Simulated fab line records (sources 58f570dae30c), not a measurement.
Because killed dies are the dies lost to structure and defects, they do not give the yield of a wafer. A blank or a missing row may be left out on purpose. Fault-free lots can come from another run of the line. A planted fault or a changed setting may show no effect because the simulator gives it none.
Which tool was responsible? -- flow berkeley cmos170 -- 36 wafers from 12 lots sampled at 6 of the route's 331 steps

== WHAT THE GAUGES SHOWED, per wafer ==
UCB170_START_THK_MEAS_03. Usual: for START_OXIDE_THK the level is 20.2 nm and the standard deviation is 0.41.
lot,measured,on,START_OXIDE_THK (nm),flag
L600,day 1 14:48,film metro-02,20.5 20.5 20.4,
L601,day 1 19:59,film metro-02,20.2 20.4 20.8,
L602,day 2 02:21,film metro-02,20.4 20.7 20.6,
L603,day 2 07:02,film metro-04,20.3 20.4 20.4,
L604,day 2 11:06,film metro-04,20.4 20.2 20.1,
L605,day 2 18:02,film metro-04,20.0 20.2 20.2,
L606,day 2 18:03,film metro-02,20.1 20.0 20.3,
L607,day 3 03:13,film metro-01,20.6 20.6 20.5,
L608,day 3 07:43,film metro-02,20.4 20.5 20.5,
L613,day 4 08:17,film metro-02,18.5 18.9 18.8,OFF
L618,day 5 10:49,film metro-02,20.1 20.0 20.0,
L619,day 5 10:50,film metro-01,20.1 20.3 19.9,

UCB170_NWELL_THK_MEAS_05. Usual: for NWELL_NITRIDE_THK the level is 224.3 nm and the standard deviation is 2.1.
lot,measured,on,NWELL_NITRIDE_THK (nm),flag
L600,day 2 08:08,film metro-03,220.2 222.3 220.6,
L601,day 2 12:52,film metro-03,223.9 225.2 224.1,
L602,day 2 23:44,film metro-02,222.2 222.3 223.6,
L603,day 3 04:11,film metro-03,227.8 227.6 226.9,
L604,day 3 04:10,film metro-02,223.9 223.2 222.9,
L605,day 3 10:49,film metro-03,222.9 223.3 224.3,
L606,day 3 10:50,film metro-04,221.2 222.4 222.3,
L607,day 3 21:00,film metro-02,221.8 221.7 221.3,
L608,day 4 06:13,film metro-02,222.6 220.4 221.5,
L613,day 5 07:08,film metro-02,129.8 131.0 130.7,OFF
L618,day 6 05:59,film metro-04,224.9 225.4 226.7,
L619,day 6 06:00,film metro-03,223.8 224.4 225.0,

UCB170_ACTIVE_CD_MEAS_13: the cd target is 1200 nm. Usual: cd nm 1200.3 nm, standard deviation 1.4.
lot,measured,on,cd nm (nm),flag
L600,day 4 22:09,cd sem-02,1197.1 1197.6 1198.9,
L601,day 4 21:53,cd sem-01,1202.4 1203.1 1202.2,
L602,day 5 10:49,cd sem-01,1199.8 1199.6 1199.7,
L603,day 5 10:32,cd sem-02,1200.5 1199.8 1200.8,
L604,day 5 11:00,cd sem-01,1201.9 1199.0 1199.4,
L605,day 5 19:32,cd sem-02,1198.8 1199.5 1200.2,
L606,day 5 19:50,cd sem-01,1200.7 1200.2 1201.7,
L607,day 6 02:47,cd sem-02,1200.8 1200.9 1200.8,
L608,day 6 14:07,cd sem-02,1198.9 1199.3 1198.6,
L613,day 8 00:43,cd sem-01,1201.8 1201.3 1201.9,
L618,day 8 16:18,cd sem-02,1202.3 1201.2 1201.1,
L619,day 8 16:13,cd sem-01,1199.1 1200.5 1199.0,

== TOOL THAT RAN EACH LOT (tool first, then ch and the chambers of the sampled wafers, then the start) ==
lot,UCB170_ZERO_ETCH_06,UCB170_NWELL_CVD_04,UCB170_NWELL_ETCH_13
L600,"rie diel-01 ch 0,1, day 1 19:43","lpcvd-01 ch 0, day 2 05:14","rie diel-03 ch 0,2,3, day 2 09:19"
L601,"rie diel-03 ch 0,1,3, day 2 00:29","lpcvd-01 ch 0, day 2 10:55","rie diel-03 ch 1,2,3, day 2 13:49"
L602,"rie diel-04 ch 1,2, day 2 09:25","lpcvd-01 ch 0, day 2 21:47","rie diel-03 ch 1,2, day 3 00:59"
L603,"rie diel-04 ch 0,1, day 2 14:23","lpcvd-02 ch 1, day 3 02:13","rie diel-02 ch 0,3, day 3 05:05"
L604,"rie diel-01 ch 1,2, day 2 14:57","lpcvd-02 ch 0, day 3 02:13","rie diel-03 ch 1,2, day 3 05:20"
L605,"rie diel-04 ch 1,3, day 3 01:05","lpcvd-02 ch 1, day 3 08:53","rie diel-02 ch 1,2,3, day 3 11:46"
L606,"rie diel-03 ch 0,1, day 3 01:20","lpcvd-02 ch 0, day 3 08:53","rie diel-03 ch 0,1, day 3 12:15"
L607,"rie diel-04 ch 0,1,3, day 3 09:37","lpcvd-01 ch 0, day 3 19:02","rie diel-02 ch 1,2,3, day 4 00:21"
L608,"rie diel-04 ch 0,1,2, day 3 12:54","lpcvd-02 ch 0, day 4 04:16","rie diel-02 ch 0,1,2, day 4 08:26"
L613,"rie diel-04 ch 1,2, day 4 16:02","lpcvd-02 ch 1, day 5 05:12","rie diel-04 ch 1,2, day 5 09:30"
L618,"rie diel-03 ch 1,2,3, day 5 14:50","lpcvd-01 ch 1, day 6 03:05","rie diel-04 ch 0,1,2, day 6 08:50"
L619,"rie diel-04 ch 1,2, day 5 14:33","lpcvd-01 ch 0, day 6 03:05","rie diel-02 ch 0,1,3, day 6 08:57"
- UCB170_ZERO_ETCH_06: etches SiO2 in CHF3/CF4/Ar, time 12 s.
- UCB170_NWELL_CVD_04: deposits Si3N4 from SiH2Cl2/NH3, target thk 224 nm, time 3360 s.
- UCB170_NWELL_ETCH_13: etches Si3N4 in CH3F/Ar/O2, stops on SiO2, target depth 246.4 nm, time 154 s.

== AS READ BY THE TOOLS THEMSELVES (means over the sampled wafers that have a number; for cases with no such wafer, the mark the record gives instead) ==
UCB170_ZERO_ETCH_06. Usual: drypump motor current A 5.8 A, standard deviation 0.41; oes product au 0.618 a.u., standard deviation 0.0076; throttle valve pct 9.26 %, standard deviation 0.084.
lot,tool,drypump motor current A (A),oes product au (a.u.),throttle valve pct (%),flag
L600,rie diel-01,5.6,0.622,9.30,
L601,rie diel-03,6.1,0.625,9.27,
L602,rie diel-04,6.1,0.622,9.28,
L603,rie diel-04,5.5,0.616,9.19,
L604,rie diel-01,6.0,0.626,9.29,
L605,rie diel-04,5.5,0.614,9.13,
L606,rie diel-03,5.9,0.625,9.30,
L607,rie diel-04,5.6,0.615,9.16,
L608,rie diel-04,5.8,0.615,9.24,
L613,rie diel-04,6.1,0.618,9.27,
L618,rie diel-03,5.8,0.622,9.32,
L619,rie diel-04,6.1,0.620,9.27,

UCB170_NWELL_CVD_04. Usual: spike tc source C 820 C, standard deviation 4.
lot,tool,spike tc source C (C),flag
L600,lpcvd-01,827,
L601,lpcvd-01,826,
L602,lpcvd-01,827,
L603,lpcvd-02,819,
L604,lpcvd-02,816,
L605,lpcvd-02,819,
L606,lpcvd-02,817,
L607,lpcvd-01,828,
L608,lpcvd-02,816,
L613,lpcvd-02,818,
L618,lpcvd-01,820,
L619,lpcvd-01,827,

UCB170_NWELL_ETCH_13. Usual: drypump motor current A 5.8 A, standard deviation 0.34; oes product au 0.944 a.u., standard deviation 0.015; throttle valve pct 8.08 %, standard deviation 0.15.
lot,tool,drypump motor current A (A),oes product au (a.u.),throttle valve pct (%),flag
L600,rie diel-03,6.2,0.927,8.10,
L601,rie diel-03,5.9,0.944,8.13,
L602,rie diel-03,5.7,0.940,8.16,
L603,rie diel-02,5.6,0.953,7.88,
L604,rie diel-03,5.7,0.941,8.16,
L605,rie diel-02,5.6,0.943,8.18,
L606,rie diel-03,5.9,0.949,8.09,
L607,rie diel-02,5.6,0.933,8.19,
L608,rie diel-02,5.6,0.930,8.13,
L613,rie diel-04,5.7,0.705,8.02,OFF
L618,rie diel-04,5.8,0.948,8.07,
L619,rie diel-02,5.6,0.941,8.07,

== THE ANSWER, worked out from the rows above alone ==
Rule: lot off if the mean of its wafers having a number is beyond 3 standard deviations from the usual mean. A lot without any number at a reading at which 4 lots or more have one is off too. The other lots that the step has rows for count as sound. Order of review: gauges by route order, followed by the tools' own readings, for which a lot's mean as printed above is used. At the first step where some lot is off, the reading lying furthest off is the one used; lots without a number count as furthest.
Off: at UCB170_START_THK_MEAS_03 (START_OXIDE_THK), L613.
If a tool, at a process step before that reading, ran all the lots that are off and no sound lot after the first of them, it fits. Not tried: the gauges at UCB170_START_THK_MEAS_03; whatever is off there is also off at UCB170_NWELL_ETCH_13, on other tools, and gauge error can't account for it. No candidate that was tried fits.

== WHAT THE SIMULATOR HAD PUT IN ==
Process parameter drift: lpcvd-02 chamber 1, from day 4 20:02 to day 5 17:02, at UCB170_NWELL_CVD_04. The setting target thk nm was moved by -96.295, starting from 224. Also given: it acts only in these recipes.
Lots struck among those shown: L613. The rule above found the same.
